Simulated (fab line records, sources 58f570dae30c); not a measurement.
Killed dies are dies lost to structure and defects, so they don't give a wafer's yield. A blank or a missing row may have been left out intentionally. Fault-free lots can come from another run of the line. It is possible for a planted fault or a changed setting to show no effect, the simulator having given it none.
What tool caused it? :: flow berkeleyCmos170 :: Sampling: 15 lots, 45 wafers, 4 of 331 route steps

WHAT EACH GAUGE READ, for each wafer
UCB170_WELLDRIVE_THK_MEAS_02. Usual: for WELLDRIVE_OXIDE_THK the level is 200 nm and the standard deviation is 4.4.
lot: L141
measured: day 3 13:11
on: filmMetro-01
WELLDRIVE_OXIDE_THK (nm): 204 203 201
flag: 

lot: L142
measured: day 3 19:49
on: filmMetro-01
WELLDRIVE_OXIDE_THK (nm): 192 193 194
flag: 

lot: L143
measured: day 4 05:31
on: filmMetro-04
WELLDRIVE_OXIDE_THK (nm): 207 209 209
flag: 

lot: L144
measured: day 4 05:31
on: filmMetro-01
WELLDRIVE_OXIDE_THK (nm): 206 206 207
flag: 

lot: L145
measured: day 4 11:10
on: filmMetro-02
WELLDRIVE_OXIDE_THK (nm): 199 199 198
flag: 

lot: L147
measured: day 4 17:21
on: filmMetro-04
WELLDRIVE_OXIDE_THK (nm): 201 202 205
flag: 

lot: L148
measured: day 5 02:58
on: filmMetro-02
WELLDRIVE_OXIDE_THK (nm): 199 199 198
flag: 

lot: L149
measured: day 5 08:59
on: filmMetro-01
WELLDRIVE_OXIDE_THK (nm): 198 198 201
flag: 

lot: L151
measured: day 5 17:49
on: filmMetro-01
WELLDRIVE_OXIDE_THK (nm): 206 202 197
flag: 

lot: L152
measured: day 6 01:56
on: filmMetro-02
WELLDRIVE_OXIDE_THK (nm): 199 200 204
flag: 

lot: L154
measured: day 6 06:13
on: filmMetro-04
WELLDRIVE_OXIDE_THK (nm): 204 202 202
flag: 

lot: L153
measured: day 6 06:14
on: filmMetro-02
WELLDRIVE_OXIDE_THK (nm): 205 202 199
flag: 

lot: L163
measured: day 8 00:13
on: filmMetro-02
WELLDRIVE_OXIDE_THK (nm): 204 200 202
flag: 

lot: L161
measured: day 8 00:13
on: filmMetro-04
WELLDRIVE_OXIDE_THK (nm): 200 201 204
flag: 

lot: L162
measured: day 8 00:13
on: filmMetro-01
WELLDRIVE_OXIDE_THK (nm): 197 198 199
flag: 

UCB170_PLDD_CD_MEAS_06: the cd target is 1200 nm. Usual: cdNm at 1199.3 nm, with a standard deviation of 1.4.
lot: L141
measured: day 6 01:11
on: cdSem-02
cdNm (nm): 1199.9 1199.1 1196.9
flag: 

lot: L142
measured: day 6 17:15
on: cdSem-01
cdNm (nm): 1198.6 1199.5 1200.1
flag: 

lot: L143
measured: day 7 04:08
on: cdSem-02
cdNm (nm): 1198.7 1199.2 1199.1
flag: 

lot: L144
measured: day 7 04:47
on: cdSem-01
cdNm (nm): 1199.4 1199.7 1199.7
flag: 

lot: L145
measured: day 7 04:25
on: cdSem-02
cdNm (nm): 1199.3 1200.1 1199.3
flag: 

lot: L147
measured: day 8 02:41
on: cdSem-02
cdNm (nm): 1198.8 1198.3 1198.5
flag: 

lot: L148
measured: day 8 08:20
on: cdSem-02
cdNm (nm): 1199.4 1199.8 1199.3
flag: 

lot: L149
measured: day 8 08:47
on: cdSem-01
cdNm (nm): 1202.3 1201.2 1200.2
flag: 

lot: L151
measured: day 8 16:53
on: cdSem-02
cdNm (nm): 1200.8 1200.2 1200.1
flag: 

lot: L152
measured: day 9 01:04
on: cdSem-01
cdNm (nm): 1198.3 1197.6 1199.1
flag: 

lot: L154
measured: day 9 00:44
on: cdSem-01
cdNm (nm): 1196.5 1195.6 1198.1
flag: 

lot: L153
measured: day 9 00:58
on: cdSem-02
cdNm (nm): 1200.1 1200.5 1199.9
flag: 

lot: L163
measured: day 10 17:21
on: cdSem-02
cdNm (nm): 1197.4 1199.3 1199.1
flag: 

lot: L161
measured: day 10 17:36
on: cdSem-01
cdNm (nm): 1196.3 1196.6 1198.0
flag: 

lot: L162
measured: day 10 18:08
on: cdSem-02
cdNm (nm): 1197.7 1198.1 1199.1
flag: 

WHICH TOOL RAN EACH LOT (tool, then ch and the chambers of the sampled wafers, then the start)
lot: L141
UCB170_PVT_STRIP_08: plasmaAsher-03 ch 0,1, day 5 08:13
UCB170_GATE_ETCH_14: rieDiel-03 ch 1,2, day 5 23:17

lot: L142
UCB170_PVT_STRIP_08: plasmaAsher-01 ch 0,1, day 6 03:26
UCB170_GATE_ETCH_14: rieDiel-02 ch 0,1,3, day 6 14:53

lot: L143
UCB170_PVT_STRIP_08: plasmaAsher-01 ch 1, day 6 13:35
UCB170_GATE_ETCH_14: rieDiel-04 ch 0,2, day 7 02:49

lot: L144
UCB170_PVT_STRIP_08: plasmaAsher-03 ch 0,1, day 6 13:49
UCB170_GATE_ETCH_14: rieDiel-02 ch 0,2,3, day 7 03:20

lot: L145
UCB170_PVT_STRIP_08: plasmaAsher-01 ch 0,1, day 6 14:04
UCB170_GATE_ETCH_14: rieDiel-03 ch 1,2,3, day 7 03:05

lot: L147
UCB170_PVT_STRIP_08: plasmaAsher-01 ch 0,1, day 7 08:24
UCB170_GATE_ETCH_14: rieDiel-04 ch 0,1, day 8 01:14

lot: L148
UCB170_PVT_STRIP_08: plasmaAsher-01 ch 0,1, day 7 18:00
UCB170_GATE_ETCH_14: rieDiel-02 ch 1,3, day 8 06:22

lot: L149
UCB170_PVT_STRIP_08: plasmaAsher-04 ch 0,1, day 7 20:53
UCB170_GATE_ETCH_14: rieDiel-04 ch 0,2,3, day 8 06:57

lot: L151
UCB170_PVT_STRIP_08: plasmaAsher-04 ch 0,1, day 8 02:26
UCB170_GATE_ETCH_14: rieDiel-02 ch 0,2, day 8 15:19

lot: L152
UCB170_PVT_STRIP_08: plasmaAsher-04 ch 0,1, day 8 08:05
UCB170_GATE_ETCH_14: rieDiel-03 ch 0,2,3, day 8 23:38

lot: L154
UCB170_PVT_STRIP_08: plasmaAsher-04 ch 0,1, day 8 07:50
UCB170_GATE_ETCH_14: rieDiel-04 ch 0,2,3, day 8 23:17

lot: L153
UCB170_PVT_STRIP_08: plasmaAsher-04 ch 0, day 8 07:34
UCB170_GATE_ETCH_14: rieDiel-02 ch 1,2, day 8 23:31

lot: L163
UCB170_PVT_STRIP_08: plasmaAsher-01 ch 0,1, day 10 03:08
UCB170_GATE_ETCH_14: rieDiel-04 ch 1,2, day 10 15:08

lot: L161
UCB170_PVT_STRIP_08: plasmaAsher-03 ch 0,1, day 10 03:59
UCB170_GATE_ETCH_14: rieDiel-03 ch 1,3, day 10 15:24

lot: L162
UCB170_PVT_STRIP_08: plasmaAsher-01 ch 0,1, day 10 03:43
UCB170_GATE_ETCH_14: rieDiel-02 ch 0,1,2, day 10 15:43
- UCB170_PVT_STRIP_08: strips in O2.
- UCB170_GATE_ETCH_14: etches BARC in N2/H2.

AS READ BY THE TOOLS THEMSELVES (means over the sampled wafers that have a number; for cases with no such wafer, the mark the record gives instead)
UCB170_PVT_STRIP_08. Usual: drypumpMotorCurrentA 5.8 A, standard deviation 0.31; oesProductAu 0.735 a.u., standard deviation 0.0045; stripTimeToEndpointS 21.65 s, standard deviation 0.062.
lot: L141
tool: plasmaAsher-03
drypumpMotorCurrentA (A): 5.7
oesProductAu (a.u.): 0.736
stripTimeToEndpointS (s): 21.72
flag: 

lot: L142
tool: plasmaAsher-01
drypumpMotorCurrentA (A): 5.7
oesProductAu (a.u.): 0.736
stripTimeToEndpointS (s): 21.63
flag: 

lot: L143
tool: plasmaAsher-01
drypumpMotorCurrentA (A): 5.8
oesProductAu (a.u.): 0.735
stripTimeToEndpointS (s): 21.63
flag: 

lot: L144
tool: plasmaAsher-03
drypumpMotorCurrentA (A): 6.0
oesProductAu (a.u.): 0.734
stripTimeToEndpointS (s): 21.59
flag: 

lot: L145
tool: plasmaAsher-01
drypumpMotorCurrentA (A): 5.5
oesProductAu (a.u.): 0.732
stripTimeToEndpointS (s): 21.60
flag: 

lot: L147
tool: plasmaAsher-01
drypumpMotorCurrentA (A): 5.7
oesProductAu (a.u.): 0.737
stripTimeToEndpointS (s): 21.63
flag: 

lot: L148
tool: plasmaAsher-01
drypumpMotorCurrentA (A): 5.7
oesProductAu (a.u.): 0.735
stripTimeToEndpointS (s): 21.52
flag: 

lot: L149
tool: plasmaAsher-04
drypumpMotorCurrentA (A): 6.1
oesProductAu (a.u.): 0.730
stripTimeToEndpointS (s): 21.62
flag: 

lot: L151
tool: plasmaAsher-04
drypumpMotorCurrentA (A): 5.9
oesProductAu (a.u.): 0.735
stripTimeToEndpointS (s): 21.61
flag: 

lot: L152
tool: plasmaAsher-04
drypumpMotorCurrentA (A): 5.9
oesProductAu (a.u.): 0.714
stripTimeToEndpointS (s): 21.69
flag: OFF

lot: L154
tool: plasmaAsher-04
drypumpMotorCurrentA (A): 5.9
oesProductAu (a.u.): 0.715
stripTimeToEndpointS (s): 21.69
flag: OFF

lot: L153
tool: plasmaAsher-04
drypumpMotorCurrentA (A): 6.2
oesProductAu (a.u.): 0.674
stripTimeToEndpointS (s): 21.60
flag: OFF

lot: L163
tool: plasmaAsher-01
drypumpMotorCurrentA (A): 5.5
oesProductAu (a.u.): 0.740
stripTimeToEndpointS (s): 21.69
flag: 

lot: L161
tool: plasmaAsher-03
drypumpMotorCurrentA (A): 5.7
oesProductAu (a.u.): 0.739
stripTimeToEndpointS (s): 21.68
flag: 

lot: L162
tool: plasmaAsher-01
drypumpMotorCurrentA (A): 5.5
oesProductAu (a.u.): 0.736
stripTimeToEndpointS (s): 21.67
flag: 

UCB170_GATE_ETCH_14. Usual: drypumpMotorCurrentA 5.7 A, standard deviation 0.56; oesProductAu 1.00 a.u., standard deviation 0.036; throttleValvePct 13.28 %, standard deviation 0.12.
lot: L141
tool: rieDiel-03
drypumpMotorCurrentA (A): 6.2
oesProductAu (a.u.): 1.03
throttleValvePct (%): 13.20
flag: 

lot: L142
tool: rieDiel-02
drypumpMotorCurrentA (A): 5.3
oesProductAu (a.u.): 1.01
throttleValvePct (%): 13.29
flag: 

lot: L143
tool: rieDiel-04
drypumpMotorCurrentA (A): 5.6
oesProductAu (a.u.): 1.02
throttleValvePct (%): 13.33
flag: 

lot: L144
tool: rieDiel-02
drypumpMotorCurrentA (A): 5.3
oesProductAu (a.u.): 0.98
throttleValvePct (%): 13.27
flag: 

lot: L145
tool: rieDiel-03
drypumpMotorCurrentA (A): 6.2
oesProductAu (a.u.): 1.03
throttleValvePct (%): 13.32
flag: 

lot: L147
tool: rieDiel-04
drypumpMotorCurrentA (A): 5.2
oesProductAu (a.u.): 1.01
throttleValvePct (%): 13.19
flag: 

lot: L148
tool: rieDiel-02
drypumpMotorCurrentA (A): 5.3
oesProductAu (a.u.): 1.04
throttleValvePct (%): 13.25
flag: 

lot: L149
tool: rieDiel-04
drypumpMotorCurrentA (A): 5.7
oesProductAu (a.u.): 0.99
throttleValvePct (%): 13.24
flag: 

lot: L151
tool: rieDiel-02
drypumpMotorCurrentA (A): 5.1
oesProductAu (a.u.): 0.95
throttleValvePct (%): 13.34
flag: 

lot: L152
tool: rieDiel-03
drypumpMotorCurrentA (A): 6.4
oesProductAu (a.u.): 1.00
throttleValvePct (%): 13.36
flag: 

lot: L154
tool: rieDiel-04
drypumpMotorCurrentA (A): 5.7
oesProductAu (a.u.): 0.99
throttleValvePct (%): 13.25
flag: 

lot: L153
tool: rieDiel-02
drypumpMotorCurrentA (A): 4.8
oesProductAu (a.u.): 1.00
throttleValvePct (%): 13.31
flag: 

lot: L163
tool: rieDiel-04
drypumpMotorCurrentA (A): 5.2
oesProductAu (a.u.): 1.01
throttleValvePct (%): 13.13
flag: 

lot: L161
tool: rieDiel-03
drypumpMotorCurrentA (A): 6.1
oesProductAu (a.u.): 1.03
throttleValvePct (%): 13.31
flag: 

lot: L162
tool: rieDiel-02
drypumpMotorCurrentA (A): 5.0
oesProductAu (a.u.): 0.99
throttleValvePct (%): 13.33
flag: 

THE ANSWER, worked out from the rows above alone
Rule: a lot is off if the mean of its wafers that have a number lies more than 3 standard deviations from the usual mean. A lot without any number at a reading at which 4 lots or more have one is off too. All remaining lots with rows at the step are treated as sound. After the gauges, taken in route order, come the tools' own readings; for these a lot's mean is taken, as printed above. At the first step where some lot is off, the reading lying furthest off is the one used; lots without a number count as furthest.
Off: L152, L154, L153, at UCB170_PVT_STRIP_08 (oesProductAu).
A tool fits if, at that step or a process step before it, it ran every lot that is off, and no sound lot after the first of them. One fits: UCB170_PVT_STRIP_08 on plasmaAsher-04. Its last sound lot is L151 (day 8 02:26), its first lot that is off L153 (day 8 07:34): a fault that began between those two fits.
The tool's own readings at UCB170_PVT_STRIP_08 bear it out: on the lots that are off they differ by more than 5 times the standard deviation of the sound lots' means. oesProductAu reads 0.701 a.u. there against 0.735 a.u. on the sound lots.

WHAT THE SIMULATOR HAD INSERTED
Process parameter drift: plasmaAsher-04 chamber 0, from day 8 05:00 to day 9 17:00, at UCB170_PVT_STRIP_08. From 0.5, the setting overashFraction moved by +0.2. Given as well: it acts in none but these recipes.
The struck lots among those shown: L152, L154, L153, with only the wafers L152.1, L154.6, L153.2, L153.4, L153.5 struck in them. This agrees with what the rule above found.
